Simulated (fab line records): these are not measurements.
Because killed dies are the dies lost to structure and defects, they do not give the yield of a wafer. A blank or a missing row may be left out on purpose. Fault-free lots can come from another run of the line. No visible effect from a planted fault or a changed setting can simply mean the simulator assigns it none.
Problem report in the 8D (eight disciplines) form, filled by code / flow rit-cmos / the parts of the form that need people (team, actions taken, sign-off) are left out

== 1. PROBLEM STATEMENT ==
run-length-s at RIT_M1_STRIP_14 reads a mean of 218.9 s on 6 wafers of 2 lots; wafers without a fault read 208.4 s with a standard deviation of 0.55. Relative to the usual mean, that is a shift of +19 standard deviations.
The step: strips in O2, time 180 s.
First observed at day 7 15:13: wafer L965.2, on plasma-asher-03. The record has a number at this step for 42 wafers belonging to 14 lots. Rule for "out" (also "out of limits"): further than 4 standard deviations from the usual mean. The rest of the wafers with a number are treated as sound.

== 2. WHAT THIS IS AND IS NOT ==
question=which readings at this step | is=run-length-s | is not=drypump-motor-current-A
question=which lots | is=L965, L966 | is not=L945, L946, L947, L948, L949, L950, L951, L953, L956, L957, L967, L968
question=which wafers of those lots | is=all that have a number | is not=-
question=read on which tools | is=plasma-asher-03 | is not=plasma-asher-02, plasma-asher-04
question=when | is=from day 7 15:13 | is not=up to then (30 sound wafers); but 6 sound wafers of L967, L968 came after

== 3. SUSPECTS, AND WHAT RULES EACH OUT ==
Counting: any tool at a process step up to the reading is kept as a suspect provided that every lot that is out went through it and no sound lot did after the first of them.
- plasma-asher-03 at RIT_M1_STRIP_14 (strips in O2, time 180 s): kept. Every lot that is out went through it, starting with L965 (day 7 15:13), and after that it ran no sound lot; the last sound lot it ran before then is L953 (day 5 05:40). Its own readings are out on those wafers: run-length-s.
Left after counting: plasma-asher-03 at RIT_M1_STRIP_14.

== 4. THE CAUSE (what the simulator had put in) ==
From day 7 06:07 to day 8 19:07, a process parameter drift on plasma-asher-03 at RIT_M1_STRIP_14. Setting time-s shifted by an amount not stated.
Only this tool survived the counting.

== 5. THE CHAIN OF EFFECTS, in route order ==
Each row: a reading where the mean over the struck wafers with a number is more than 3 standard deviations away from the usual. Only readings whose record carries a usual standard deviation are examined. hours: median over the lots of the time between each lot's start at the first step of this table that gives one and its start at this step. sigmas: the change, counted in usual standard deviations.
hours=0; step=RIT_M1_STRIP_14; reading=run-length-s; usual=208.4 s; on struck wafers=218.9; change=+10.5; sigmas=+19
Its process steps:
- RIT_M1_STRIP_14: strips in O2, time 180 s.

== 6. HOW IT WOULD HAVE BEEN CAUGHT EARLIER ==
9 hours passed between the start of the fault at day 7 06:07 and the first reading out of limits in this record, taken at day 7 15:13.
